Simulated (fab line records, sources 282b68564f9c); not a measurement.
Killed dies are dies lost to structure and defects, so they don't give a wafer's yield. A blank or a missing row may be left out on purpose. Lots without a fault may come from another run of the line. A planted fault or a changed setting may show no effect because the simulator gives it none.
One fault seen from 2 desks | flow rit_cmos | each desk has only its own numbers; what lay behind them comes last

THE TOOL OWNER'S DESK: wet_bench-04
The tool's own readings at RIT_ACTIVE_CLEAN_16 (cleans in dHF, time 30 s): means of the sampled wafers that have a number, for each lot that ran on this tool. A lot is out of limits, marked OUT, if its mean lies more than 4 standard deviations from the usual mean; the brackets give that distance.
Columns: A = run_length_s at RIT_ACTIVE_CLEAN_16, usual 57.9 s
lot  | first seen here | A
L897 | day 2 01:19     | 57.3
L901 | day 2 21:26     | 58.5
L909 | day 4 13:26     | 41.8 (-6.7) OUT
L914 | day 5 14:46     | 62.3
This desk's finding: out of limits on L909; first on L909, day 4 13:26 (run_length_s at RIT_ACTIVE_CLEAN_16). In limits: L897, L901, L914.

THE METROLOGY DESK
What the gauges read, lot by lot, whatever tool the lot ran on: means of the sampled wafers that have a number. A lot is out of limits, marked OUT, if its mean lies more than 4 standard deviations from the usual mean; the brackets give that distance.
Columns: A = cd_nm at RIT_ACTIVE_CD_MEAS_11, usual 1400.6 nm; B = SPACER_NITRIDE_THK at RIT_SPACER_THK_MEAS_04, usual 249.2 nm
lot  | first seen here | A      | B
L896 | day 1 19:35     | 1402.6 | 250.8
L897 | day 2 00:29     | 1402.0 | 247.4
L898 | day 2 05:34     | 1403.0 | 245.4
L899 | day 2 10:35     | 1400.8 | 251.1
L900 | day 2 16:30     | 1400.7 | 245.0
L901 | day 2 20:35     | 1400.2 | 247.1
L909 | day 4 12:36     | 1399.0 | 255.2
L912 | day 5 05:26     | 1402.8 | 250.3
L913 | day 5 08:34     | 1398.8 | 246.3
L914 | day 5 13:35     | 1397.8 | 248.0
L915 | day 5 18:34     | 1401.8 | 253.3
L916 | day 5 23:40     | 1400.9 | 248.8
L918 | day 6 10:58     | 1400.0 | 250.3
This desk's finding: nothing out of limits on any of the 13 lots.

PUT TOGETHER
The tool owner's desk could have raised an alarm at day 4 13:26, on L909.
The metrology desk saw nothing out of limits.
The metrology desk has L909 on record, within its limits.
Of the lots named, all ran RIT_ACTIVE_CLEAN_16 on wet_bench-04.

WHAT THE SIMULATOR HAD PUT IN
Process parameter drift: wet_bench-04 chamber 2, from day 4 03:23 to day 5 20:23, at RIT_ACTIVE_CLEAN_16. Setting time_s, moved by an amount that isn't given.
Lots struck among those shown: L909.
Hours from the fault's start to each desk's first reading out of limits: the tool owner's desk, 10.
